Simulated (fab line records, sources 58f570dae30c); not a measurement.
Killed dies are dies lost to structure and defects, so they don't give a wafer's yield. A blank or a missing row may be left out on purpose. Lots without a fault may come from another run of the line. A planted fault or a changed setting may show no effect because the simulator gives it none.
Which tool did it? | flow berkeley_cmos170 | 7 lots, 21 wafers sampled, at 2 steps of a route of 331

WHAT THE GAUGES READ, wafer by wafer
UCB170_V2_CD_MEAS_12: target cd 700 nm.
lot  | measured     | on        | cd_nm (nm)
L188 | day 8 13:07  | cd_sem-02 | 698.6 698.7 699.8
L187 | day 8 17:31  | cd_sem-01 | 697.9 697.5 698.8
L191 | day 9 17:41  | cd_sem-01 | 703.3 703.1 702.8
L199 | day 11 00:40 | cd_sem-02 | 700.4 698.3 699.6
L202 | day 11 13:08 | cd_sem-02 | 700.5 700.5 700.5
L203 | day 12 02:17 | cd_sem-02 | 699.7 700.2 700.2
L208 | day 12 20:37 | cd_sem-01 | 698.5 700.7 699.1

WHICH TOOL RAN EACH LOT (tool, then ch and the chambers of the sampled wafers, then the start)
lot  | UCB170_V2_CMP_02
L188 | cmp-02 ch 0,2, day 8 10:55
L187 | cmp-01 ch 0,1,2, day 8 15:30
L191 | cmp-01 ch 1,2, day 9 15:28
L199 | cmp-02 ch 0,1,2, day 10 23:11
L202 | cmp-02 ch 2,3, day 11 11:27
L203 | cmp-01 ch 0,1, day 11 21:20
L208 | cmp-01 ch 0,1,2, day 12 19:04
- UCB170_V2_CMP_02: polishes SiO2.

THE ANSWER, worked out from the rows above alone
Rule: what is usual is taken from the lots themselves. Put in order of their means at a reading, lots are off if they are a third of the lots or fewer, leave a main group of 4 or more, and stand apart from it by a gap of 3 or more times the standard deviation of the main group's means; of several such gaps the widest counts. A main group whose means are all the same, to the digits that the tables above print for the reading, isn't used. A lot without any number at a reading at which 4 lots or more have one is off too. The other lots that the step has rows for count as sound.
Off: L191, at UCB170_V2_CD_MEAS_12 (cd_nm). The main group: mean 699.4 nm, standard deviation 0.77.
A tool fits if, at a process step before that reading, it ran every lot that is off, and no sound lot after the first of them. The gauges at UCB170_V2_CD_MEAS_12 are tried like those tools. None of those tried fits.

WHAT THE SIMULATOR HAD PUT IN
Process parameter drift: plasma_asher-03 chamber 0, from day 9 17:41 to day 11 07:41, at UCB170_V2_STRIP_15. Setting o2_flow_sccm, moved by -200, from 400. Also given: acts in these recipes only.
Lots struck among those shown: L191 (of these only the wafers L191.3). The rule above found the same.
